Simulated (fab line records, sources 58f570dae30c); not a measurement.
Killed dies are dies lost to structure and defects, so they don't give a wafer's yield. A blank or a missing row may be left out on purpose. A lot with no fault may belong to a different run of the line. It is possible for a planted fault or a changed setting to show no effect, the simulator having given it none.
8D (eight disciplines) problem report, filled in by code | flow berkeleyCmos170 | the parts of the form that need people (team, actions taken, sign-off) are left out

1. THE PROBLEM
Mean PLDD_TW at UCB170_PLDD_TW_MEAS_11: 953 over 6 wafers in 2 lots; fault-free wafers: 1014, standard deviation 5. That is -12 standard deviations from the usual mean.
Seen first at day 11 06:56 on filmMetro-03, wafer L778.2. Wafers with a number at this step in the record: 42, from 14 lots. Rule for "out", or "out of limits": more than 4 standard deviations from the usual mean. Any other wafer with a number is counted as sound.

2. WHAT IT IS AND WHAT IT IS NOT
question                    | is                     | is not
which readings at this step | PLDD_TW                | -
which lots                  | L778, L780             | L761, L762, L763, L765, L766, L767, L768, L769, L770, L771, L773, L781
which wafers of those lots  | all that have a number | -
read on which gauges        | filmMetro-03           | filmMetro-01, filmMetro-04
when                        | from day 11 06:56      | up to then (33 sound wafers); but 3 sound wafers of L781 came after

3. WHAT RULES OUT EACH SUSPECT
Counting: a tool stays on the suspect list if, at a process step up to the reading, it processed all lots that are out and no sound lot following the first of them.
- the gauge at UCB170_PLDD_TW_MEAS_11: ruled out. All the wafers that are out were read on filmMetro-03, but those of them that UCB170_PLDD_IMPLANT_09 has rows for are out there too, on other tools.
- implanter-02 at UCB170_PLDD_IMPLANT_09: kept. It processed each lot that is out, first L778 at day 11 06:41, and no sound lot thereafter; up to then, the last sound lot it processed was L768 at day 8 18:50. On those wafers its own readings are out: doseIonsCm2, faradayCurrentUA.
After counting, what remains is implanter-02 at UCB170_PLDD_IMPLANT_09.

4. THE CAUSE (what the simulator had put in)
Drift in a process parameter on implanter-02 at UCB170_PLDD_IMPLANT_09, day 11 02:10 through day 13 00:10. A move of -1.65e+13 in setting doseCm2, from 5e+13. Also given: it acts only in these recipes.
The count eliminated every tool but this one.

5. THE CHAIN OF EFFECTS, in route order
One row per reading whose mean, taken over the struck wafers that have a number, lies over 3 standard deviations from the usual. Only readings whose record carries a usual standard deviation are examined. hours: median over the lots of the time between each lot's start at the first step of this table that gives one and its start at this step. sigmas: the change, counted in usual standard deviations.
hours | step                       | reading          | usual         | on struck wafers | change     | sigmas
0     | UCB170_PLDD_IMPLANT_09     | doseIonsCm2      | 5.001e+13     | 3.352e+13        | -1.649e+13 | -99 or more
0     | UCB170_PLDD_IMPLANT_09     | faradayCurrentUA | 158.4         | 105.2            | -53.2      | -19
0     | UCB170_PLDD_TW_MEAS_11     | PLDD_TW          | 1014          | 953              | -61        | -12
12    | UCB170_SDANNEAL_RS_MEAS_04 | PLDD_RS          | 1030.8 ohm/sq | 1192.0           | +161.2     | +62
The process steps in it:
- UCB170_PLDD_IMPLANT_09
Later steps that measure or inspect, where all struck wafers having a row at the step show a number for every such reading and not one has moved that far: UCB170_NSD_CD_MEAS_06.

6. WHAT WOULD HAVE CAUGHT IT SOONER
The first out-of-limits reading at a measuring or inspecting step in this record came at day 11 06:56, 5 hours after the fault's start at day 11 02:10.
At UCB170_PLDD_IMPLANT_09, the tool's own readings (doseIonsCm2, faradayCurrentUA) were out on each struck wafer the step has a row for, so an alarm limit on them would have fired on the first such wafer.
Lots out: 2; of these, L780 started UCB170_PLDD_IMPLANT_09 on implanter-02 after day 11 06:56. Had the tool been put on hold then, it would have been spared.
